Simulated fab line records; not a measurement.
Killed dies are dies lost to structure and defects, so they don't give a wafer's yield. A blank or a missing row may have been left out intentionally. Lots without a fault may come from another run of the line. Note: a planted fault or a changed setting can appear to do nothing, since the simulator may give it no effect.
The same fault as seen by 2 desks | flow berkeleyCmos170 | numbers are kept per desk, each desk with only its own; the story behind them comes last

== THE TOOL OWNER'S DESK: furnace-03 ==
At UCB170_M1_ANNEAL_14 (time 1200 s), the tool's own readings, given per lot that ran on this tool as the mean of the sampled wafers with a number. Marked OUT: a lot whose mean sits more than 4 standard deviations from the usual mean, which makes it out of limits; the brackets give that distance. 7 of its 8 readings are shown: the first one out of limits and those lying furthest out on some lot.
Columns: A = spikeTcCentreC at UCB170_M1_ANNEAL_14, usual 401.7 C; B = spikeTcLoadC at UCB170_M1_ANNEAL_14, usual 418.5 C; C = spikeTcSourceC at UCB170_M1_ANNEAL_14, usual 417.4 C; D = tubeCenterTempC at UCB170_M1_ANNEAL_14, usual 400 C; E = tube_center_temp_C_max at UCB170_M1_ANNEAL_14, usual 401.03; F = zonePowerLoadPct at UCB170_M1_ANNEAL_14, usual 6.46 %; G = zonePowerSourcePct at UCB170_M1_ANNEAL_14, usual 5.93 %
lot  | first seen here | A                       | B                       | C                       | D                     | E                        | F              | G
L564 | day 8 07:05     | 401.7                   | 419.3                   | 417.6                   | 400                   | 400.97                   | 6.47           | 5.98
L565 | day 8 07:05     | 401.6                   | 418.9                   | 417.5                   | 400                   | 400.99                   | 6.47           | 5.94
L571 | day 9 14:10     | 291.6 (-99 or more) OUT | 306.7 (-99 or more) OUT | 305.7 (-99 or more) OUT | 290 (-99 or more) OUT | 290.92 (-99 or more) OUT | 4.15 (-37) OUT | 3.75 (-36) OUT
L570 | day 9 15:29     | 291.5 (-99 or more) OUT | 307.4 (-99 or more) OUT | 306.6 (-99 or more) OUT | 290 (-99 or more) OUT | 291.22 (-99 or more) OUT | 4.15 (-37) OUT | 3.75 (-36) OUT
L569 | day 9 16:50     | 291.3 (-99 or more) OUT | 307.9 (-99 or more) OUT | 305.2 (-99 or more) OUT | 290 (-99 or more) OUT | 290.87 (-99 or more) OUT | 4.17 (-37) OUT | 3.80 (-35) OUT
L586 | day 13 16:34    | 402.6                   | 418.8                   | 417.5                   | 400                   | 401.02                   | 6.48           | 5.95
L584 | day 14 04:21    | 401.1                   | 418.8                   | 417.1                   | 400                   | 401.20                   | 6.49           | 5.85
Finding of this desk: L569, L570, L571 out of limits; the first was L571 at day 9 14:10, on spikeTcCentreC at UCB170_M1_ANNEAL_14. Within limits: L564, L565, L586, L584.

== METROLOGY DESK ==
What the gauges read for every lot (on any tool): the sampled wafers with a number, averaged. Marked OUT: a lot whose mean sits more than 4 standard deviations from the usual mean, which makes it out of limits; the brackets give that distance.
Columns: A = cdNm at UCB170_M1_CD_MEAS_09, usual 699.9 nm; B = M1_OVL at UCB170_M1_OVL_MEAS_10, usual 0 nm; C = cdNm at UCB170_M1_CD_MEAS_90, usual 700.2 nm
lot  | first seen here | A     | B  | C
L565 | day 8 05:32     | 699.4 | 3  | 698.7
L564 | day 8 05:55     | 700.5 | -0 | 701.1
L571 | day 9 13:37     | 699.0 | 1  | 700.9
L570 | day 9 14:07     | 700.1 | 1  | 701.7
L569 | day 9 15:22     | 701.0 | -6 | 700.9
L586 | day 13 16:01    | 699.2 | 1  | 698.6
L584 | day 14 02:34    | 702.3 | 1  | 701.6
Result from this desk: across the 7 lots, nothing is out of limits.

== TAKEN TOGETHER ==
The tool owner's desk could have raised an alarm at day 9 14:10, on L569, L570, L571.
Metrology desk: nothing out of limits seen.
The metrology desk holds a record of L569, L570, L571, inside its limits.
UCB170_M1_ANNEAL_14 was run on furnace-03 by each of the lots named.

== WHAT HAD BEEN PUT IN BY THE SIMULATOR ==
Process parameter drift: furnace-03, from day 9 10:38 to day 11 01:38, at UCB170_M1_ANNEAL_14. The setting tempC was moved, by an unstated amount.
Struck lots among those shown: L569, L570, L571.
Delay in hours, fault start to first out-of-limits reading, by desk: the tool owner's desk at 4.
